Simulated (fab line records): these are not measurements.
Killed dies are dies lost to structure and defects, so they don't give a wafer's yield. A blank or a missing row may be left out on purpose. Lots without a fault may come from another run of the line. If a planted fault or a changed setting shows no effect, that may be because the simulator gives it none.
Split-lot trial :: flow berkeley_cmos170 :: on a route of 331 steps: 5 lots, 23 wafers read

## THE SPLIT
At UCB170_SACOX_OXIDATION_01 (target thk 14.4 nm, ox time 2400 s), the setting ox_time_s was moved away from the recipe's 2400 s on 15 of the 23 wafers read, by -14.0% to -8.0%. All remaining wafers had this setting at the recipe value.

Split to reading: the file shows no intervening step.

## THE READING
SACOX_OXIDE_THK, in nm, at UCB170_SACOX_THK_MEAS_02. Typical for fault-free wafers on this fab line: 14.46 nm, with standard deviation 0.19 nm.

wafer: L075.1
tool, chamber at the split: -, -
ox_time_s as run, s: 2207
against the recipe: -8.0%
SACOX_OXIDE_THK, nm: 13.73
against lot-mates on the recipe: no lot-mate on the recipe

wafer: L075.2
tool, chamber at the split: -, -
ox_time_s as run, s: 2207
against the recipe: -8.0%
SACOX_OXIDE_THK, nm: 13.43
against lot-mates on the recipe: no lot-mate on the recipe

wafer: L075.3
tool, chamber at the split: -, -
ox_time_s as run, s: 2207
against the recipe: -8.0%
SACOX_OXIDE_THK, nm: 13.60
against lot-mates on the recipe: no lot-mate on the recipe

wafer: L075.4
tool, chamber at the split: -, -
ox_time_s as run, s: 2207
against the recipe: -8.0%
SACOX_OXIDE_THK, nm: 13.41
against lot-mates on the recipe: no lot-mate on the recipe

wafer: L075.5
tool, chamber at the split: -, -
ox_time_s as run, s: 2207
against the recipe: -8.0%
SACOX_OXIDE_THK, nm: 13.51
against lot-mates on the recipe: no lot-mate on the recipe

wafer: L077.1
tool, chamber at the split: -, -
ox_time_s as run, s: 2065
against the recipe: -14.0%
SACOX_OXIDE_THK, nm: 13.05
against lot-mates on the recipe: no lot-mate on the recipe

wafer: L077.2
tool, chamber at the split: -, -
ox_time_s as run, s: 2065
against the recipe: -14.0%
SACOX_OXIDE_THK, nm: 12.92
against lot-mates on the recipe: no lot-mate on the recipe

wafer: L077.4
tool, chamber at the split: -, -
ox_time_s as run, s: 2065
against the recipe: -14.0%
SACOX_OXIDE_THK, nm: 13.26
against lot-mates on the recipe: no lot-mate on the recipe

wafer: L077.5
tool, chamber at the split: -, -
ox_time_s as run, s: 2065
against the recipe: -14.0%
SACOX_OXIDE_THK, nm: 13.19
against lot-mates on the recipe: no lot-mate on the recipe

wafer: L077.6
tool, chamber at the split: -, -
ox_time_s as run, s: 2065
against the recipe: -14.0%
SACOX_OXIDE_THK, nm: 13.01
against lot-mates on the recipe: no lot-mate on the recipe

wafer: L078.1
tool, chamber at the split: furnace-04, 0
ox_time_s as run, s: 2400
against the recipe: recipe
SACOX_OXIDE_THK, nm: 14.30
against lot-mates on the recipe: -

wafer: L078.3
tool, chamber at the split: furnace-04, 0
ox_time_s as run, s: 2400
against the recipe: recipe
SACOX_OXIDE_THK, nm: 14.37
against lot-mates on the recipe: -

wafer: L078.6
tool, chamber at the split: furnace-04, 0
ox_time_s as run, s: 2400
against the recipe: recipe
SACOX_OXIDE_THK, nm: 14.48
against lot-mates on the recipe: -

wafer: L081.1
tool, chamber at the split: -, -
ox_time_s as run, s: 2400
against the recipe: recipe
SACOX_OXIDE_THK, nm: 14.56
against lot-mates on the recipe: -

wafer: L081.2
tool, chamber at the split: -, -
ox_time_s as run, s: 2400
against the recipe: recipe
SACOX_OXIDE_THK, nm: 14.46
against lot-mates on the recipe: -

wafer: L081.3
tool, chamber at the split: -, -
ox_time_s as run, s: 2400
against the recipe: recipe
SACOX_OXIDE_THK, nm: 14.44
against lot-mates on the recipe: -

wafer: L081.5
tool, chamber at the split: -, -
ox_time_s as run, s: 2400
against the recipe: recipe
SACOX_OXIDE_THK, nm: 14.58
against lot-mates on the recipe: -

wafer: L081.6
tool, chamber at the split: -, -
ox_time_s as run, s: 2400
against the recipe: recipe
SACOX_OXIDE_THK, nm: 14.57
against lot-mates on the recipe: -

wafer: L085.1
tool, chamber at the split: -, -
ox_time_s as run, s: 2063
against the recipe: -14.0%
SACOX_OXIDE_THK, nm: 13.23
against lot-mates on the recipe: no lot-mate on the recipe

wafer: L085.3
tool, chamber at the split: -, -
ox_time_s as run, s: 2063
against the recipe: -14.0%
SACOX_OXIDE_THK, nm: 13.36
against lot-mates on the recipe: no lot-mate on the recipe

wafer: L085.4
tool, chamber at the split: -, -
ox_time_s as run, s: 2063
against the recipe: -14.0%
SACOX_OXIDE_THK, nm: 13.28
against lot-mates on the recipe: no lot-mate on the recipe

wafer: L085.5
tool, chamber at the split: -, -
ox_time_s as run, s: 2063
against the recipe: -14.0%
SACOX_OXIDE_THK, nm: 13.20
against lot-mates on the recipe: no lot-mate on the recipe

wafer: L085.6
tool, chamber at the split: -, -
ox_time_s as run, s: 2063
against the recipe: -14.0%
SACOX_OXIDE_THK, nm: 13.13
against lot-mates on the recipe: no lot-mate on the recipe

FIT RESULTS
A straight line over all 23 wafers: SACOX_OXIDE_THK changes by +0.0935 nm for each +1% of ox_time_s; r = +0.97; the points scatter about the line by 0.15 nm.
Too few moved wafers with a lot-mate on the recipe to fit a line net of each lot's own level.

## THE WHOLE CHAIN: every reading that the file lists as answering this split, in the file's order
step: UCB170_SACOX_OXIDATION_01
what it does: target thk 14.4 nm, ox time 2400 s
reading: SiO2_of_SACOX_OXIDATION_01.thk_nm (the simulator's own value, which no gauge read)
change (the file's fit): +0.0945 nm for each +1% of the setting
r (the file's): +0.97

step: UCB170_SACOX_THK_MEAS_02
what it does: 
reading: SACOX_OXIDE_THK
change (the file's fit): +0.0935 for each +1% of the setting
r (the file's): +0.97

## FILE'S OWN FIT
SACOX_OXIDE_THK changes by +0.0935 nm for each +1% of ox_time_s, r = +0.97.
